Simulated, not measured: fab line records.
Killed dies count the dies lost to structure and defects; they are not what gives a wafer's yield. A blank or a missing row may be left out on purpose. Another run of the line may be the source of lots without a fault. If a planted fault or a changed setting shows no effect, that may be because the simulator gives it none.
A struck lot beside a sound one	flow berkeley cmos170	18 out of 331 route steps
Sound: the wafers L938.2, L938.3, L938.6. Wafers struck: L934.2, L934.4, L934.5. The cause is named last.
Each step with rows lists, per side, the tool, then ch with its chambers, then its first start. Under that, the readings that differ: sound wafers	struck wafers	difference of the means	sigmas: that difference in standard deviations of wafers without a fault.
alike: same words and numbers on both sides, and readings whose means sit less than 2 such deviations apart. not compared: any withheld reading, any reading some wafer has no value for, any bound like >300 that may hide the same value, and any number with overlapping values for which the record gives no deviation.
A row with sigmas, a row that says differs or no value, or rows on one side alone: a step with any of these is where the two part. When numbers do not overlap yet have no deviation, they are printed without sigmas and do not part them. Lack of a reading on every wafer of one side parts them only where that side has two or more wafers.

first, 1 step without rows for these wafers: UCB170_ACTIVE_DEVELOP_12 (develop time 45 s).
UCB170_ACTIVE_CD_MEAS_13 targets a cd of 1200 nm.
  sound on cd sem-02, day 7 04:50; struck on cd sem-02, day 6 08:47
  alike: cd nm
UCB170_ACTIVE_OVL_MEAS_14:
  sound on overlay-01, day 7 04:56; struck on overlay-01, day 6 08:54
  alike: ACTIVE_OVL
UCB170_ACTIVE_ETCH_15: etches Si3N4 in CH3F/Ar/O2, stops on SiO2, target depth 242 nm, time 151 s.
  sound on rie diel-03 ch 0,2, day 7 04:58; struck on rie diel-04 ch 1,2,3, day 6 08:56
  alike: drypump motor current A, oes product au, rf fwd power W, throttle valve pct
  not compared: rf hours counter h
UCB170_ACTIVE_STRIP_16: strips in O2.
  sound on plasma asher-03 ch 1, day 7 05:04; struck on plasma asher-03 ch 0,1, day 6 09:02
  alike: drypump motor current A, o2 flow sccm, oes product au, strip time to endpoint s
  not compared: rf hours counter h
UCB170_ACTIVE_CD_MEAS_90 targets a cd of 1200 nm.
  sound on cd sem-02, day 7 05:11; struck on cd sem-01, day 6 09:09
  alike: cd nm
then, 6 steps without rows for these wafers: UCB170_ACTIVE_CLEAN_17 (cleans in SPM, time 600 s); UCB170_PFIELD_HMDS_00 (prime time 60 s); UCB170_PFIELD_COAT_01 (resist thk 900 nm); UCB170_PFIELD_SOFTBAKE_02 (time 60 s); UCB170_PFIELD_EXPOSE_03 (exposes mask PFIELD, target cd 1500 nm); UCB170_PFIELD_PEB_04.
UCB170_PFIELD_DEVELOP_05: develop time 45 s.
  sound on litho track-01 ch 0, day 7 06:00; struck on litho track-02 ch 0, day 6 10:00
UCB170_PFIELD_OVL_MEAS_06:
  sound on overlay-02, day 7 06:47; struck on overlay-02, day 6 10:24
  alike: PFIELD_OVL
following that, these wafers have no rows for 1 step: UCB170_PFIELD_IMPLANT_07.
UCB170_PFIELD_STRIP_08: strips in O2.
  sound on plasma asher-02 ch 1, day 7 06:58; struck on plasma asher-02 ch 0,1, day 6 10:35
  alike: drypump motor current A, o2 flow sccm, oes product au, strip time to endpoint s
  not compared: rf hours counter h
UCB170_PFIELD_TW_MEAS_09:
  sound on film metro-04, day 7 07:04; struck on film metro-04, day 6 10:41
reading	sound	struck	difference	sigmas
PFIELD_TW	604 603 605	63 64 63	-541	-99 or more
then, 1 step without rows for these wafers: UCB170_FIELD_CLEAN_00 (cleans in dHF, time 7.5 s).

WHERE THEY PART
UCB170_PFIELD_TW_MEAS_09 only, going by this record.

WHY: whatever the simulator had introduced
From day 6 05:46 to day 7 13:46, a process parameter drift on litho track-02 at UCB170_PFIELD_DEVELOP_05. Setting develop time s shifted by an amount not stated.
